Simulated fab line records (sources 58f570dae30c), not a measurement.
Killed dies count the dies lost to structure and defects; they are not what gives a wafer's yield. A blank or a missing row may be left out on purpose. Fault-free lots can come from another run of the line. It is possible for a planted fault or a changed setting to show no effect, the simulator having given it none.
What tool caused it? + flow berkeleyCmos170 + 33 wafers from 11 lots sampled at 5 of the route's 331 steps

## WHAT THE GAUGES READ, wafer by wafer
UCB170_PLDD_CD_MEAS_06: target cd 1200 nm.
| lot  | measured     | on       | cdNm (nm)            |
|------|--------------|----------|----------------------|
| L423 | day 6 23:43  | cdSem-02 | 1199.4 1198.7 1198.0 |
| L424 | day 6 23:55  | cdSem-02 | 1200.3 1201.1 1199.7 |
| L425 | day 7 08:03  | cdSem-01 | 1201.5 1200.2 1199.6 |
| L426 | day 7 11:47  | cdSem-01 | 1200.4 1199.6 1199.5 |
| L427 | day 7 11:31  | cdSem-02 | 1200.4 1201.3 1202.3 |
| L428 | day 7 18:13  | cdSem-02 | 1201.4 1199.1 1201.4 |
| L430 | day 7 18:56  | cdSem-02 | 1197.6 1199.1 1198.2 |
| L429 | day 7 19:16  | cdSem-01 | 1200.7 1200.4 1201.6 |
| L440 | day 10 09:17 | cdSem-02 | 1198.8 1198.3 1198.2 |
| L442 | day 11 01:05 | cdSem-02 | 1199.8 1200.4 1201.2 |
| L446 | day 11 11:41 | cdSem-02 | 1202.9 1202.2 1201.8 |

UCB170_NLDD_OVL_MEAS_07.
| lot  | measured     | on         | NLDD_OVL (nm) |
|------|--------------|------------|---------------|
| L423 | day 7 01:31  | overlay-01 | 9 14 11       |
| L424 | day 7 01:51  | overlay-01 | 3 2 1         |
| L425 | day 7 10:11  | overlay-02 | 11 4 11       |
| L426 | day 7 13:45  | overlay-01 | -3 2 -5       |
| L427 | day 7 13:17  | overlay-02 | 6 2 2         |
| L428 | day 7 20:14  | overlay-02 | 6 1 1         |
| L430 | day 7 20:50  | overlay-01 | 15 3 14       |
| L429 | day 7 21:11  | overlay-01 | 2 10 12       |
| L440 | day 10 11:49 | overlay-02 | -8 4 1        |
| L442 | day 11 03:33 | overlay-01 | 1 -5 -4       |
| L446 | day 11 14:43 | overlay-02 | 3 2 5         |

UCB170_M1_CD_MEAS_09: target cd 700 nm.
| lot  | measured     | on       | cdNm (nm)         |
|------|--------------|----------|-------------------|
| L423 | day 8 00:27  | cdSem-01 | 699.9 702.5 702.4 |
| L424 | day 7 22:58  | cdSem-01 | 699.4 699.5 699.2 |
| L425 | day 8 03:02  | cdSem-01 | 697.6 697.8 696.7 |
| L426 | day 8 09:18  | cdSem-02 | 700.7 700.1 699.9 |
| L427 | day 8 08:07  | cdSem-01 | 700.9 701.5 701.5 |
| L428 | day 8 11:01  | cdSem-01 | 699.6 700.0 699.3 |
| L430 | day 8 11:04  | cdSem-02 | 700.4 698.6 699.9 |
| L429 | day 8 17:21  | cdSem-01 | 700.2 701.0 701.0 |
| L440 | day 11 05:41 | cdSem-01 | 675.7 675.9 676.7 |
| L442 | day 12 01:41 | cdSem-01 | 677.8 676.9 675.7 |
| L446 | day 12 14:58 | cdSem-01 | 701.1 700.8 700.4 |

## TOOL THAT RAN EACH LOT (tool first, then ch and the chambers of the sampled wafers, then the start)
| lot  | UCB170_NVT_STRIP_08                 | UCB170_M1_COAT_04                |
|------|-------------------------------------|----------------------------------|
| L423 | plasmaAsher-04 ch 0,1, day 6 00:02  | lithoTrack-03 ch 0, day 7 23:00  |
| L424 | plasmaAsher-03 ch 0,1, day 6 00:18  | lithoTrack-04 ch 0, day 7 22:00  |
| L425 | plasmaAsher-01 ch 0,1, day 6 18:29  | lithoTrack-04 ch 0, day 8 02:00  |
| L426 | plasmaAsher-03 ch 0,1, day 6 18:41  | lithoTrack-01 ch 0, day 8 08:00  |
| L427 | plasmaAsher-01 ch 0,1, day 6 18:47  | lithoTrack-03 ch 0, day 8 07:00  |
| L428 | plasmaAsher-04 ch 1, day 7 01:01    | lithoTrack-03 ch 0, day 8 10:00  |
| L430 | plasmaAsher-03 ch 0,1, day 7 05:53  | lithoTrack-01 ch 0, day 8 09:00  |
| L429 | plasmaAsher-01 ch 0,1, day 7 06:08  | lithoTrack-04 ch 0, day 8 16:00  |
| L440 | plasmaAsher-03 ch 0,1, day 9 14:29  | lithoTrack-01 ch 0, day 11 04:00 |
| L442 | plasmaAsher-03 ch 0,1, day 10 09:15 | lithoTrack-01 ch 0, day 12 00:00 |
| L446 | plasmaAsher-03 ch 0,1, day 10 20:34 | lithoTrack-04 ch 0, day 12 14:00 |
- UCB170_NVT_STRIP_08: strips in O2.
- UCB170_M1_COAT_04: resist thk 900 nm.

## WHAT THE TOOLS THEMSELVES READ (means of the sampled wafers that have a number; where no wafer has one, the mark that the record gives instead)
UCB170_NVT_STRIP_08.
| lot  | tool           | drypumpMotorCurrentA (A) | oesProductAu (a.u.) | stripTimeToEndpointS (s) |
|------|----------------|--------------------------|---------------------|--------------------------|
| L423 | plasmaAsher-04 | 6.3                      | 0.736               | 21.63                    |
| L424 | plasmaAsher-03 | 6.0                      | 0.739               | 21.64                    |
| L425 | plasmaAsher-01 | 5.0                      | 0.734               | 21.73                    |
| L426 | plasmaAsher-03 | 6.0                      | 0.734               | 21.69                    |
| L427 | plasmaAsher-01 | 5.1                      | 0.732               | 21.61                    |
| L428 | plasmaAsher-04 | 5.9                      | 0.732               | 21.57                    |
| L430 | plasmaAsher-03 | 5.9                      | 0.734               | 21.60                    |
| L429 | plasmaAsher-01 | 5.1                      | 0.734               | 21.63                    |
| L440 | plasmaAsher-03 | 5.8                      | 0.729               | 21.60                    |
| L442 | plasmaAsher-03 | 5.8                      | 0.729               | 21.69                    |
| L446 | plasmaAsher-03 | 5.9                      | 0.735               | 21.71                    |

UCB170_M1_COAT_04.
| lot  | tool          | chillPlateTempC (C) |
|------|---------------|---------------------|
| L423 | lithoTrack-03 | 22.98               |
| L424 | lithoTrack-04 | 23.14               |
| L425 | lithoTrack-04 | 22.85               |
| L426 | lithoTrack-01 | 23.02               |
| L427 | lithoTrack-03 | 22.95               |
| L428 | lithoTrack-03 | 22.96               |
| L430 | lithoTrack-01 | 23.15               |
| L429 | lithoTrack-04 | 22.90               |
| L440 | lithoTrack-01 | 23.09               |
| L442 | lithoTrack-01 | 22.93               |
| L446 | lithoTrack-04 | 23.03               |

## THE ANSWER, worked out from the rows above alone
Rule: the lots themselves supply what counts as usual. Put in order of their means at a reading, lots are off if they are a third of the lots or fewer, leave a main group of 4 or more, and stand apart from it by a gap of 3 or more times the standard deviation of the main group's means; of several such gaps the widest counts. If all means in a main group match to the digits the tables above print for the reading, that group is not used. A lot without any number at a reading at which 4 lots or more have one is off too. Any other lot the step has rows for is counted as sound. The gauges are gone through in route order, then the tools' own readings, and for those a lot's mean is taken as printed above. At the first step where some lot is off, the reading lying furthest off is the one used; lots without a number count as furthest.
Off at UCB170_M1_CD_MEAS_09 (cdNm): L440, L442. The main group: mean 700.1 nm, standard deviation 1.2.
If a tool, at a process step before that reading, ran all the lots that are off and no sound lot after the first of them, it fits. Those tools and the gauges at UCB170_M1_CD_MEAS_09 are tried in the same way. One candidate fits, namely lithoTrack-01 at UCB170_M1_COAT_04. A fault onset in the window from L430 (day 8 09:00, its last sound lot) to L440 (day 11 04:00, its first lot off) fits.

## WHAT WAS PUT IN BY THE SIMULATOR
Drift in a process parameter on lithoTrack-01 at UCB170_M1_COAT_04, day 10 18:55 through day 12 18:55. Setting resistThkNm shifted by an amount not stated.
Lots struck among those shown: L440, L442. The same result came from the rule above.
